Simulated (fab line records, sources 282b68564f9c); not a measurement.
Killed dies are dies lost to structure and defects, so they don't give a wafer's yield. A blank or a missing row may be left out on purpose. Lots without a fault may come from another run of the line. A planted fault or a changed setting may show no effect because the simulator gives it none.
Which tool did it? | flow rit_cmos | 14 lots, 42 wafers sampled, at 2 steps of a route of 202

WHAT THE GAUGES READ, wafer by wafer
The record holds no reading of a measuring or inspecting step that can be judged against a usual standard deviation.

WHICH TOOL RAN EACH LOT (tool, then ch and the chambers of the sampled wafers, then the start)
lot  | RIT_M1_SOFTBAKE_05               | RIT_M1_PROBE_99
L210 | litho_track-04 ch 0, day 3 13:06 | prober-01, day 3 16:29
L211 | litho_track-01 ch 0, day 4 01:04 | prober-02, day 4 04:33
L212 | litho_track-04 ch 0, day 4 01:22 | prober-01, day 4 06:00
L215 | litho_track-04 ch 0, day 4 20:14 | prober-02, day 4 23:36
L216 | litho_track-01 ch 0, day 5 01:32 | prober-01, day 5 04:57
L221 | litho_track-04 ch 0, day 5 23:22 | prober-01, day 6 02:36
L222 | litho_track-04 ch 0, day 6 03:48 | prober-02, day 6 07:05
L223 | litho_track-02 ch 0, day 6 09:35 | prober-02, day 6 14:08
L225 | litho_track-02 ch 0, day 6 17:59 | prober-01, day 6 21:17
L227 | litho_track-01 ch 0, day 7 02:33 | prober-01, day 7 05:56
L228 | litho_track-01 ch 0, day 7 04:13 | prober-02, day 7 07:28
L230 | litho_track-02 ch 0, day 7 16:00 | prober-02, day 7 19:14
L231 | litho_track-01 ch 0, day 8 00:08 | prober-01, day 8 03:32
L233 | litho_track-01 ch 0, day 8 10:26 | prober-01, day 8 14:08
- RIT_M1_SOFTBAKE_05: time 60 s.
- RIT_M1_PROBE_99

WHAT THE TOOLS THEMSELVES READ (means of the sampled wafers that have a number; where no wafer has one, the mark that the record gives instead)
RIT_M1_SOFTBAKE_05. Usual: heater_power_total_W 34.56 W, standard deviation 0.048.
lot  | tool           | heater_power_total_W (W) | flag
L210 | litho_track-04 | 34.57                    |
L211 | litho_track-01 | 34.56                    |
L212 | litho_track-04 | 34.60                    |
L215 | litho_track-04 | 34.55                    |
L216 | litho_track-01 | 34.59                    |
L221 | litho_track-04 | 35.77                    | OFF
L222 | litho_track-04 | 35.80                    | OFF
L223 | litho_track-02 | 34.56                    |
L225 | litho_track-02 | 34.62                    |
L227 | litho_track-01 | 34.55                    |
L228 | litho_track-01 | 34.57                    |
L230 | litho_track-02 | 34.57                    |
L231 | litho_track-01 | 34.52                    |
L233 | litho_track-01 | 34.56                    |

RIT_M1_PROBE_99. Usual: defect_limited_yield 97.1 %, standard deviation 1.1; killed_at_contacts 0.0, standard deviation 0.16; killed_at_front_end 7.5, standard deviation 2.8; killed_dies 7.6, standard deviation 2.9; killed_open 3.7, standard deviation 2; killed_short 3.8, standard deviation 2; sort_bin_3_pad_short 0.1 %, standard deviation 0.25; sort_bin_5_function 1.6 %, standard deviation 0.85; sort_bin_6_memory 1.1 %, standard deviation 0.62; sort_n_pass 256.4, standard deviation 2.9; sort_yield_pct 97.1 %, standard deviation 1.1.
lot  | tool      | defect_limited_yield (%) | killed_at_contacts | killed_at_front_end | killed_dies | killed_open | killed_short | sort_bin_3_pad_short (%) | sort_bin_5_function (%) | sort_bin_6_memory (%) | sort_n_pass | sort_yield_pct (%) | flag
L210 | prober-01 | 97.4                     | 0.0                | 7.0                 | 7.0         | 4.0         | 3.0          | 0.0                      | 1.9                     | 0.7                   | 257.0       | 97.4               |
L211 | prober-02 | 96.5                     | 0.0                | 9.3                 | 9.3         | 4.7         | 4.7          | 0.6                      | 2.0                     | 0.9                   | 254.7       | 96.5               |
L212 | prober-01 | 96.8                     | 0.0                | 8.3                 | 8.3         | 4.0         | 4.3          | 0.6                      | 1.5                     | 1.0                   | 255.7       | 96.8               |
L215 | prober-02 | 97.7                     | 0.0                | 6.0                 | 6.0         | 3.0         | 3.0          | 0.1                      | 1.4                     | 0.8                   | 258.0       | 97.7               |
L216 | prober-01 | 97.2                     | 0.0                | 7.3                 | 7.3         | 4.0         | 3.3          | 0.1                      | 1.6                     | 1.0                   | 256.7       | 97.2               |
L221 | prober-01 | 97.4                     | 0.0                | 7.0                 | 7.0         | 5.0         | 2.0          | 0.1                      | 1.3                     | 1.3                   | 257.0       | 97.4               |
L222 | prober-02 | 97.1                     | 0.0                | 7.7                 | 7.7         | 4.0         | 3.7          | 0.0                      | 1.7                     | 1.3                   | 256.3       | 97.1               |
L223 | prober-02 | 96.3                     | 0.0                | 9.7                 | 9.7         | 4.3         | 5.3          | 0.3                      | 2.4                     | 1.0                   | 254.3       | 96.3               |
L225 | prober-01 | 98.1                     | 0.3                | 4.7                 | 5.0         | 3.0         | 2.0          | 0.0                      | 1.2                     | 0.6                   | 259.0       | 98.1               |
L227 | prober-01 | 96.8                     | 0.0                | 8.3                 | 8.3         | 4.3         | 4.0          | 0.3                      | 1.8                     | 1.2                   | 255.7       | 96.8               |
L228 | prober-02 | 97.1                     | 0.0                | 7.7                 | 7.7         | 3.3         | 4.0          | 0.3                      | 1.5                     | 1.1                   | 256.3       | 97.1               |
L230 | prober-02 | 97.0                     | 0.0                | 8.0                 | 8.0         | 3.0         | 5.0          | 0.1                      | 2.0                     | 0.9                   | 256.0       | 97.0               |
L231 | prober-01 | 96.7                     | 0.3                | 8.3                 | 8.7         | 3.7         | 4.3          | 0.1                      | 1.5                     | 1.6                   | 255.3       | 96.7               |
L233 | prober-01 | 96.1                     | 0.3                | 10.0                | 10.3        | 4.7         | 5.7          | 0.3                      | 2.2                     | 1.5                   | 253.7       | 96.1               |

THE ANSWER, worked out from the rows above alone
Rule: a lot is off if the mean of its wafers that have a number lies more than 3 standard deviations from the usual mean. A lot without any number at a reading at which 4 lots or more have one is off too. The other lots that the step has rows for count as sound. The gauges are gone through in route order, then the tools' own readings, and for those a lot's mean is taken as printed above. The first step at which some lot is off is used, and at that step the reading that is off furthest; a lot without a number counts as furthest.
Off: L221, L222, at RIT_M1_SOFTBAKE_05 (heater_power_total_W).
A tool fits if, at that step or a process step before it, it ran every lot that is off, and no sound lot after the first of them. One fits: litho_track-04 at RIT_M1_SOFTBAKE_05. Its last sound lot is L215 (day 4 20:14), its first lot that is off L221 (day 5 23:22): a fault that began between those two fits.
The tool's own readings at RIT_M1_SOFTBAKE_05 bear it out: on the lots that are off they differ by more than 5 times the standard deviation of the sound lots' means. heater_power_total_W reads 35.78 W there against 34.57 W on the sound lots.

WHAT THE SIMULATOR HAD PUT IN
Process parameter drift: litho_track-04, from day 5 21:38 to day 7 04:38, at RIT_M1_SOFTBAKE_05. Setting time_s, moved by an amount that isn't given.
Lots struck among those shown: L221, L222. The rule above found the same.
